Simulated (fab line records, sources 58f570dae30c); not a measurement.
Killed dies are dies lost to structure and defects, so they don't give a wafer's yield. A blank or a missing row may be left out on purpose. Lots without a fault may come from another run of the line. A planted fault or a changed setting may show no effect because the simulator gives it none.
Problem report in the 8D (eight disciplines) form, filled by code | flow berkeley_cmos170 | the parts of the form that need people (team, actions taken, sign-off) are left out

1. THE PROBLEM
chamber_pressure_pa at UCB170_SILICIDE_SPUTTER_01 reads a mean of 0.5484 Pa on 6 wafers of 2 lots; wafers without a fault read 0.5000 Pa with a standard deviation of 0.0009. That is +54 standard deviations from the usual mean.
The step: material Ti, target thk 30 nm, time 25 s.
First seen on wafer L430.1, day 9 08:02, on pvd_sputter-01. The record holds 18 wafers of 6 lots with a number at this step. Rule for "out", or "out of limits": more than 4 standard deviations from the usual mean. The other wafers with a number count as sound.

2. WHAT IT IS AND WHAT IT IS NOT
question                    | is                     | is not
which readings at this step | chamber_pressure_pa    | -
which lots                  | L430, L432             | L438, L440, L441, L447
which wafers of those lots  | all that have a number | -
read on which tools         | pvd_sputter-01         | pvd_sputter-02, pvd_sputter-03
when                        | from day 9 08:02       | up to then (0 sound wafers); but 12 sound wafers of L438, L440, L441, L447 came after

3. SUSPECTS, AND WHAT RULES EACH OUT
Counting: a tool at a process step up to the reading stays a suspect if it ran every lot that is out and no sound lot after the first of them.
- plasma_asher-03 at UCB170_BACKSIDE_STRIP_03 (strips in O2): ruled out as a lasting fault. Sound lots L438, L447 ran on it after its first lot that is out, L430 (day 9 07:05).
- pvd_sputter-01 at UCB170_SILICIDE_SPUTTER_01 (material Ti, target thk 30 nm, time 25 s): ruled out as a lasting fault. Sound lots L447 ran on it after its first lot that is out, L430 (day 9 08:02).
Left after counting: nothing in the record.

4. THE CAUSE (what the simulator had put in)
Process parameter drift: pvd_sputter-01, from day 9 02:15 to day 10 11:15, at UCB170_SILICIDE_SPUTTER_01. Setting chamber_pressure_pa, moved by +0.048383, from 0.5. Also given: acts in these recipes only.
Counting ruled it out, wrongly.

5. THE CHAIN OF EFFECTS, in route order
Each row: a reading whose mean over the struck wafers that have a number lies more than 3 standard deviations from the usual. Only readings for which the record gives a usual standard deviation are gone through. hours: the time from each lot's start at the first step in this table that gives one to its start at this step, as a median over the lots. sigmas: the change in usual standard deviations.
hours | step                       | reading             | usual     | on struck wafers | change  | sigmas
0     | UCB170_SILICIDE_SPUTTER_01 | chamber_pressure_pa | 0.5000 Pa | 0.5484           | +0.0484 | +54
The process steps in it:
- UCB170_SILICIDE_SPUTTER_01: material Ti, target thk 30 nm, time 25 s.
Later measuring or inspecting steps at which every struck wafer that the step has a row for has a number for every such reading, and none has moved that far: UCB170_SILICIDE_RS_MEAS_02.

6. WHAT WOULD HAVE CAUGHT IT SOONER
In this record the first reading out of limits was taken at day 9 08:02, 6 hours after the fault began at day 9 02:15.
